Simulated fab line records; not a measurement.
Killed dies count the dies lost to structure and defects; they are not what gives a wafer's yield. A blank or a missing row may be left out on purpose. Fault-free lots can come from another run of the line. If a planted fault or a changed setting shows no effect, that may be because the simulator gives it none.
Comparing a struck lot with a sound one -- flow rit cmos -- 28 steps out of a route of 202
Sound: these wafers, L469.1, L469.2, L469.4. Wafers L471.1, L471.2, L471.3 were the ones struck. Last of all comes the cause.
Each step with rows lists, per side, the tool, then ch with its chambers, then its first start. Under that, the readings that differ: sound wafers -- struck wafers -- difference of the means -- sigmas: that difference in standard deviations of wafers without a fault.
alike: words and numbers the same on both sides, and readings whose means are apart by under 2 such deviations; not compared: readings that were withheld, readings missing a value for some wafer, numbers with overlapping values and no deviation given by the record, and bounds like >300 which may hide the same value.
The two part at a step that has a row with sigmas, a row that says differs or no value, or rows on one side only. Numbers that have no deviation but don't overlap get no sigmas and don't part them. A reading that every wafer of one side lacks parts them only if that side has two wafers or more.

RIT_ACTIVE_BOW_MEAS_00:
  struck on film metro-02, day 3 07:00; sound on film metro-02, day 2 21:00
  alike: INCOMING_BOW
RIT_ACTIVE_OXIDATION_01: target thk 46.8 nm, ox time 3360 s.
  sound on furnace-04 ch 0, day 2 21:44; struck on furnace-04 ch 0, day 3 09:19
reading,sound,struck,difference,sigmas
spike tc centre C (C),1004.5 1001.8 1001.9,1017.1 1016.5 1017.8,+14.4,+15
spike tc load C (C),1028.7 1029.0 1028.3,1042.9 1045.8 1045.5,+16.1,+12
spike tc source C (C),1023.6 1024.0 1025.8,1036.9 1038.6 1038.4,+13.5,+10
tube center temp C (C),1000 999.99 1000.1,1014.8 1015 1014.9,+14.9,+99 or more
tube_center_temp_C_max,1002.4 1002.8 1002.6,1017.0 1018.3 1016.8,+14.8,+34
zone power source pct (%),34.3 34.0 34.5,35.2 36.3 35.8,+1.5,+3
model.SiO2_of_ACTIVE_OXIDATION_01.thk nm (nm),47.12 47.44 47.32,54.37 54.71 54.33,+7.18,
  alike: zone power load pct
RIT_ACTIVE_THK_MEAS_02:
  struck on film metro-02, day 3 11:16; sound on film metro-01, day 2 23:40
reading,sound,struck,difference,sigmas
ACTIVE_OXIDE_THK (nm),47.1 47.5 47.3,54.3 54.7 54.3,+7.1,+8
then, 1 step without rows for these wafers: RIT_ACTIVE_CVD_03 (deposits Si3N4 from SiH2Cl2/NH3, target thk 150 nm, time 1500 s).
RIT_ACTIVE_THK_MEAS_04:
  struck on film metro-01, day 3 12:44; sound on film metro-04, day 3 01:08
  alike: ACTIVE_NITRIDE_THK
then, 6 steps without rows for these wafers: RIT_ACTIVE_HMDS_05 (prime time 60 s); RIT_ACTIVE_COAT_06 (resist thk 995 nm); RIT_ACTIVE_SOFTBAKE_07 (time 60 s); RIT_ACTIVE_EXPOSE_08 (exposes mask M1, target cd 1400 nm); RIT_ACTIVE_PEB_09; RIT_ACTIVE_DEVELOP_10 (develop time 50 s).
RIT_ACTIVE_CD_MEAS_11: the cd target is 1400 nm.
  struck on cd sem-01, day 3 13:46; sound on cd sem-01, day 3 02:03
reading,sound,struck,difference,sigmas
cd nm (nm),1395.7 1397.4 1398.9,1403.9 1403.6 1402.2,+5.9,+3
then, 1 step without rows for these wafers: RIT_ACTIVE_HARDBAKE_12 (time 60 s).
RIT_ACTIVE_ETCH_13: etches Si3N4 in SF6, stops on SiO2, time 210 s, target depth 210 nm.
  sound on rie diel-04 ch 0,1,2, day 3 02:19; struck on rie diel-04 ch 1,2,3, day 3 14:02
  alike: drypump motor current A, oes product au, throttle valve pct
  not compared: rf hours counter h
RIT_ACTIVE_STRIP_14: strips in O2, time 180 s.
  sound on plasma asher-01 ch 0,1, day 3 02:27; struck on plasma asher-02 ch 0,1, day 3 14:10
  alike: drypump motor current A
  not compared: rf hours counter h
RIT_ACTIVE_CD_MEAS_90: the cd target is 1400 nm.
  struck on cd sem-01, day 3 14:21; sound on cd sem-01, day 3 02:38
reading,sound,struck,difference,sigmas
cd nm (nm),1396.1 1397.3 1399.1,1403.9 1403.3 1402.0,+5.6,+3
then, 4 steps without rows for these wafers: RIT_ACTIVE_CLEAN_15 (cleans in SC1, time 589 s); RIT_ACTIVE_CLEAN_16 (cleans in dHF, time 30 s); RIT_ACTIVE_CLEAN_17 (cleans in SC2, time 600 s); RIT_FOX1_OXIDATION_00 (target thk 350.7 nm, ox time 1130 s).
RIT_FOX1_THK_MEAS_01:
  struck on film metro-03, day 3 18:38; sound on film metro-02, day 3 06:46
reading,sound,struck,difference,sigmas
FOX1_OXIDE_THK (nm),348 341 347,363 359 357,+14,+2
then, 2 steps without rows for these wafers: RIT_FOX1_WET_ETCH_02 (etches SiO2 in BOE, target depth 350 nm, time 390 s); RIT_FOX2_OXIDATION_00 (target thk 350.7 nm, ox time 1130 s).
RIT_FOX2_THK_MEAS_01:
  struck on film metro-03, day 3 22:29; sound on film metro-03, day 3 09:25
  alike: FOX2_OXIDE_THK
then, 1 step without rows for these wafers: RIT_FOX2_CLEAN_02 (cleans in dHF, time 180 s).
RIT_FOX2_WET_ETCH_03: etches Si3N4 in H3PO4, target depth 195 nm, time 2700 s.
  sound on wet bench-04 ch 0, day 3 09:32; struck on wet bench-02 ch 2, day 3 22:37
reading,sound,struck,difference,sigmas
model.SiO2_of_ACTIVE_OXIDATION_01.thk nm (nm),41.75 40.54 41.92,46.7 48.48 48.14,+6.4,
RIT_FOX2_THK_MEAS_90:
  struck on film metro-03, day 3 23:26; sound on film metro-02, day 3 10:17
  alike: FIELD_OXIDE_LEFT_1_THK
RIT_M1_PROBE_99:
  struck on prober-02, day 5 21:00; sound on prober-02, day 5 07:06
reading,sound,struck,difference,sigmas
killed at front end,3 4 3,6 14 8,+6,+2
killed dies,3 4 3,6 14 8,+6,+2
model.etest.nldd.width nm (nm),3187 3180 3196,3074 3090 3093,-102,
model.etest.pldd.width nm (nm),3187 3184 3150,3085 3088 3096,-84,
model.etest.nplus sal.width nm (nm),3460 3462 3435,3371 3391 3377,-73,
model.etest.pplus sal.width nm (nm),3440 3440 3451,3383 3391 3413,-48,
model.etest.nmos narrow.drive ua um,236.9 237.8 233.1,220.2 224.9 220.8,-14.0,
model.etest.pmos narrow.drive ua um,109.7 109.7 108.2,100.7 100.2 101.8,-8.3,
  alike: killed_at_M0_to_M3, killed at contacts, killed open, killed short

## WHERE THEY PART
First at RIT_ACTIVE_OXIDATION_01; last, within this record, at RIT_M1_PROBE_99.

WHY: what the simulator had put in
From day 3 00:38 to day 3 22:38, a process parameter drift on furnace-04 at RIT_ACTIVE_OXIDATION_01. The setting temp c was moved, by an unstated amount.
